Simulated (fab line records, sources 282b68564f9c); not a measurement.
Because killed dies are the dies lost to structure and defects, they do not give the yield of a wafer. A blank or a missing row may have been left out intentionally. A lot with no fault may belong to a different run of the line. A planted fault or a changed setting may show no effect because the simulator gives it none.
Tool commonality check || flow ritCmos || 13 lots, 45 wafers sampled

THE REASON FOR OPENING IT
At RIT_SDANNEAL_RS_MEAS_04 the reading PSD_RS is flagged on 2 of 13 lots. Wafers without a fault read 115.96 ohm/sq, standard deviation 0.28.
Rule: a lot gets a flag if all its wafers with a number sit over 4 standard deviations from that mean, or if no wafer of it has a number. All remaining lots are regarded as sound.

{"lot": "L355", "measured": "day 3 07:02", "on": "filmMetro-03", "PSD_RS (ohm/sq), wafer by wafer": "115.61 115.66 115.62", "flag": ""}
{"lot": "L356", "measured": "day 3 11:06", "on": "filmMetro-03", "PSD_RS (ohm/sq), wafer by wafer": "115.73 115.60 116.25", "flag": ""}
{"lot": "L357", "measured": "day 3 12:26", "on": "filmMetro-04", "PSD_RS (ohm/sq), wafer by wafer": "115.83 116.10 115.72", "flag": ""}
{"lot": "L358", "measured": "day 3 18:41", "on": "filmMetro-03", "PSD_RS (ohm/sq), wafer by wafer": "116.06 116.05 115.78", "flag": ""}
{"lot": "L359", "measured": "day 3 22:19", "on": "filmMetro-04", "PSD_RS (ohm/sq), wafer by wafer": "116.06 116.34 115.78", "flag": ""}
{"lot": "L360", "measured": "day 4 04:37", "on": "filmMetro-01", "PSD_RS (ohm/sq), wafer by wafer": "115.96 116.14 116.04", "flag": ""}
{"lot": "L362", "measured": "day 4 12:13", "on": "filmMetro-01", "PSD_RS (ohm/sq), wafer by wafer": "116.51 116.43 116.58", "flag": ""}
{"lot": "L366", "measured": "day 5 08:18", "on": "filmMetro-03", "PSD_RS (ohm/sq), wafer by wafer": "145.04 144.85 144.89 144.75 144.84 145.06", "flag": "FLAGGED"}
{"lot": "L368", "measured": "day 5 18:56", "on": "filmMetro-04", "PSD_RS (ohm/sq), wafer by wafer": "144.39 144.42 144.09 144.01 144.34 144.68", "flag": "FLAGGED"}
{"lot": "L371", "measured": "day 6 09:11", "on": "filmMetro-04", "PSD_RS (ohm/sq), wafer by wafer": "115.40 115.88 115.67", "flag": ""}
{"lot": "L374", "measured": "day 7 02:02", "on": "filmMetro-01", "PSD_RS (ohm/sq), wafer by wafer": "115.91 115.74 115.93", "flag": ""}
{"lot": "L376", "measured": "day 7 09:55", "on": "filmMetro-01", "PSD_RS (ohm/sq), wafer by wafer": "115.78 116.13 116.17", "flag": ""}
{"lot": "L378", "measured": "day 7 19:54", "on": "filmMetro-03", "PSD_RS (ohm/sq), wafer by wafer": "116.29 116.37 115.94", "flag": ""}
Flagged lots average 144.61 ohm/sq: +28.65 ohm/sq relative to the usual, that is +99 or more standard deviations.

WHICH TOOL RAN EACH LOT
Before the reading, the record contains 3 process steps out of a 202-step route. Every cell lists first the tool, next ch and the chambers used by the sampled wafers, and last the start.
{"lot": "L355", "flag": "", "RIT_PRETRO_STRIP_09": "plasmaAsher-04 ch 0,1, day 2 11:57", "RIT_GATE_STRIP_20": "plasmaAsher-04 ch 0, day 2 18:59", "RIT_SDANNEAL_RTA_03": "rtpAnneal-02 ch 0, day 3 06:59"}
{"lot": "L356", "flag": "", "RIT_PRETRO_STRIP_09": "plasmaAsher-01 ch 0,1, day 2 16:28", "RIT_GATE_STRIP_20": "plasmaAsher-03 ch 0,1, day 2 21:37", "RIT_SDANNEAL_RTA_03": "rtpAnneal-01 ch 0, day 3 11:02"}
{"lot": "L357", "flag": "", "RIT_PRETRO_STRIP_09": "plasmaAsher-02 ch 0,1, day 2 18:25", "RIT_GATE_STRIP_20": "plasmaAsher-01 ch 0,1, day 2 23:28", "RIT_SDANNEAL_RTA_03": "rtpAnneal-02 ch 0, day 3 12:22"}
{"lot": "L358", "flag": "", "RIT_PRETRO_STRIP_09": "plasmaAsher-02 ch 0,1, day 2 22:31", "RIT_GATE_STRIP_20": "plasmaAsher-03 ch 0,1, day 3 05:07", "RIT_SDANNEAL_RTA_03": "rtpAnneal-01 ch 0, day 3 18:37"}
{"lot": "L359", "flag": "", "RIT_PRETRO_STRIP_09": "plasmaAsher-04 ch 0,1, day 3 04:35", "RIT_GATE_STRIP_20": "plasmaAsher-01 ch 0,1, day 3 10:11", "RIT_SDANNEAL_RTA_03": "rtpAnneal-02 ch 0, day 3 22:15"}
{"lot": "L360", "flag": "", "RIT_PRETRO_STRIP_09": "plasmaAsher-01 ch 0,1, day 3 09:35", "RIT_GATE_STRIP_20": "plasmaAsher-04 ch 0,1, day 3 16:26", "RIT_SDANNEAL_RTA_03": "rtpAnneal-01 ch 0, day 4 04:32"}
{"lot": "L362", "flag": "", "RIT_PRETRO_STRIP_09": "plasmaAsher-02 ch 0,1, day 3 17:57", "RIT_GATE_STRIP_20": "plasmaAsher-01 ch 0,1, day 3 23:30", "RIT_SDANNEAL_RTA_03": "rtpAnneal-01 ch 0, day 4 12:10"}
{"lot": "L366", "flag": "FLAGGED", "RIT_PRETRO_STRIP_09": "plasmaAsher-02 ch 0,1, day 4 13:59", "RIT_GATE_STRIP_20": "plasmaAsher-04 ch 0, day 4 19:40", "RIT_SDANNEAL_RTA_03": "rtpAnneal-01 ch 0, day 5 08:14"}
{"lot": "L368", "flag": "FLAGGED", "RIT_PRETRO_STRIP_09": "plasmaAsher-02 ch 0,1, day 5 00:19", "RIT_GATE_STRIP_20": "plasmaAsher-01 ch 0,1, day 5 05:39", "RIT_SDANNEAL_RTA_03": "rtpAnneal-01 ch 0, day 5 18:52"}
{"lot": "L371", "flag": "", "RIT_PRETRO_STRIP_09": "plasmaAsher-04 ch 0, day 5 15:52", "RIT_GATE_STRIP_20": "plasmaAsher-04 ch 0,1, day 5 20:56", "RIT_SDANNEAL_RTA_03": "rtpAnneal-02 ch 0, day 6 09:08"}
{"lot": "L374", "flag": "", "RIT_PRETRO_STRIP_09": "plasmaAsher-04 ch 1, day 6 07:41", "RIT_GATE_STRIP_20": "plasmaAsher-01 ch 1, day 6 13:16", "RIT_SDANNEAL_RTA_03": "rtpAnneal-02 ch 0, day 7 01:58"}
{"lot": "L376", "flag": "", "RIT_PRETRO_STRIP_09": "plasmaAsher-01 ch 1, day 6 16:11", "RIT_GATE_STRIP_20": "plasmaAsher-03 ch 0,1, day 6 21:30", "RIT_SDANNEAL_RTA_03": "rtpAnneal-02 ch 0, day 7 09:51"}
{"lot": "L378", "flag": "", "RIT_PRETRO_STRIP_09": "plasmaAsher-02 ch 0,1, day 7 01:46", "RIT_GATE_STRIP_20": "plasmaAsher-03 ch 0,1, day 7 07:47", "RIT_SDANNEAL_RTA_03": "rtpAnneal-02 ch 0, day 7 19:50"}
These steps, and what they do:
- RIT_PRETRO_STRIP_09: strips in O2, time 180 s.
- RIT_GATE_STRIP_20: strips in O2, time 180 s.
- RIT_SDANNEAL_RTA_03: time 5 s.
- RIT_SDANNEAL_RS_MEAS_04: measures by four-point-probe.

FLAGGED OVER TOTAL, TOOL BY TOOL (the gauges that took the reading come last)
{"step": "RIT_PRETRO_STRIP_09", "tool": "plasmaAsher-01", "lots run": 3, "flagged": 0, "share of the flagged lots": "none", "sound lots run after its first flagged lot": "-"}
{"step": "RIT_PRETRO_STRIP_09", "tool": "plasmaAsher-02", "lots run": 6, "flagged": 2, "share of the flagged lots": "all", "sound lots run after its first flagged lot": "1 (L378)"}
{"step": "RIT_PRETRO_STRIP_09", "tool": "plasmaAsher-04", "lots run": 4, "flagged": 0, "share of the flagged lots": "none", "sound lots run after its first flagged lot": "-"}
{"step": "RIT_GATE_STRIP_20", "tool": "plasmaAsher-01", "lots run": 5, "flagged": 1, "share of the flagged lots": "some", "sound lots run after its first flagged lot": "1 (L374)"}
{"step": "RIT_GATE_STRIP_20", "tool": "plasmaAsher-03", "lots run": 4, "flagged": 0, "share of the flagged lots": "none", "sound lots run after its first flagged lot": "-"}
{"step": "RIT_GATE_STRIP_20", "tool": "plasmaAsher-04", "lots run": 4, "flagged": 1, "share of the flagged lots": "some", "sound lots run after its first flagged lot": "1 (L371)"}
{"step": "RIT_SDANNEAL_RTA_03", "tool": "rtpAnneal-01", "lots run": 6, "flagged": 2, "share of the flagged lots": "all", "sound lots run after its first flagged lot": 0}
{"step": "RIT_SDANNEAL_RTA_03", "tool": "rtpAnneal-02", "lots run": 7, "flagged": 0, "share of the flagged lots": "none", "sound lots run after its first flagged lot": "-"}
{"step": "RIT_SDANNEAL_RS_MEAS_04", "tool": "filmMetro-01", "lots run": 4, "flagged": 0, "share of the flagged lots": "none", "sound lots run after its first flagged lot": "-"}
{"step": "RIT_SDANNEAL_RS_MEAS_04", "tool": "filmMetro-03", "lots run": 5, "flagged": 1, "share of the flagged lots": "some", "sound lots run after its first flagged lot": "1 (L378)"}
{"step": "RIT_SDANNEAL_RS_MEAS_04", "tool": "filmMetro-04", "lots run": 4, "flagged": 1, "share of the flagged lots": "some", "sound lots run after its first flagged lot": "1 (L371)"}

THE TABLE: WHAT IT ALLOWS
Rows of the table that ran all the flagged lots, 2 in number: plasmaAsher-02 at RIT_PRETRO_STRIP_09; rtpAnneal-01 at RIT_SDANNEAL_RTA_03.
- plasmaAsher-02 at RIT_PRETRO_STRIP_09 ran 6 lots, 2 of them flagged. Sound lots followed the first flagged one (L378) on it, something a lasting fault affecting the whole tool could not allow.
- rtpAnneal-01 at RIT_SDANNEAL_RTA_03 ran 6 lots, 2 of them flagged. Its last sound lot is L362 (day 4 12:10), its first flagged lot L366 (day 5 08:14): a fault that began between those two fits. Its own readings lie more than 4 standard deviations out on every wafer of the flagged lots: wafer_temp_C_max.
Just one tool remains: rtpAnneal-01 at RIT_SDANNEAL_RTA_03.

WHAT THE SIMULATOR HAD PUT IN
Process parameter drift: rtpAnneal-01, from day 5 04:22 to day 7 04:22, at RIT_SDANNEAL_RTA_03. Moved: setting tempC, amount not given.
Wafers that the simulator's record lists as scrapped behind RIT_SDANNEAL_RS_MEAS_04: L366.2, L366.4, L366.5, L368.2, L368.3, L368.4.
Struck lots among those shown: L366, L368. The rule above reached the same finding.
